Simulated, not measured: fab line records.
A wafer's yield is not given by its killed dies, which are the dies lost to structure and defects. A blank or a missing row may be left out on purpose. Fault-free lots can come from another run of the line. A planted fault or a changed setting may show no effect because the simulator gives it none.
A single fault, viewed from 2 desks	flow berkeley_cmos170	each desk holds nothing but its own numbers, with what lay behind them at the end

== THE TOOL OWNER'S DESK: furnace-01 ==
The tool's own readings at UCB170_WELLDRIVE_OXIDATION_01 (target thk 199 nm, ox time 9000 s): means of the sampled wafers that have a number, for each lot that ran on this tool. The brackets show how far a lot's mean lies from the usual mean; more than 4 standard deviations puts the lot out of limits, marked OUT.
Columns: A = spike_tc_centre_C at UCB170_WELLDRIVE_OXIDATION_01, usual 1102.8 C; B = zone_power_centre_pct at UCB170_WELLDRIVE_OXIDATION_01, usual 53.3 %
lot	first seen here	A	B
L326	day 5 10:19	1103.8	51.3
L329	day 5 17:55	1103.6	51.4
L332	day 6 08:41	1131.8 (+24) OUT	65.2 (+6.0) OUT
L336	day 7 06:35	1131.1 (+24) OUT	65.9 (+6.3) OUT
This desk's verdict: out of limits on L332, L336, starting with L332 at day 6 08:41 (spike_tc_centre_C at UCB170_WELLDRIVE_OXIDATION_01). Within limits: L326, L329.

== FROM THE METROLOGY DESK ==
Lot by lot, what the gauges showed, no matter which tool ran the lot: averages of those sampled wafers that carry a number. The brackets show how far a lot's mean lies from the usual mean; more than 4 standard deviations puts the lot out of limits, marked OUT.
Columns: A = PWELL_OVL at UCB170_PWELL_OVL_MEAS_13, usual 0 nm; B = PWELL_TW at UCB170_PWELL_TW_MEAS_17, usual 380.0; C = WELLDRIVE_OXIDE_THK at UCB170_WELLDRIVE_THK_MEAS_02, usual 202 nm
lot	first seen here	A	B	C
L326	day 4 22:22	4	376.8	197
L329	day 5 06:49	1	379.5	206
L332	day 5 22:56	4	378.7	210
L333	day 6 10:03	-2	382.0	201
L335	day 6 10:14	-4	379.5	201
L336	day 6 21:08	-4	380.7	207
This desk found nothing out of limits on any of the 6 lots.

== TAKEN TOGETHER ==
At day 6 08:41, on L332, L336, the tool owner's desk was in a position to raise an alarm.
The metrology desk saw nothing out of limits.
The metrology desk has L332, L336 on record, within its limits.
All the named lots went through UCB170_WELLDRIVE_OXIDATION_01 on furnace-01.

== WHAT HAD BEEN PUT IN BY THE SIMULATOR ==
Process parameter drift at UCB170_WELLDRIVE_OXIDATION_01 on furnace-01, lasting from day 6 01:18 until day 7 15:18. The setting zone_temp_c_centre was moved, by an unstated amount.
Struck lots among those shown: L332, L336.
Time in hours from fault onset to the first out-of-limits reading at each desk: the tool owner's desk, 7.
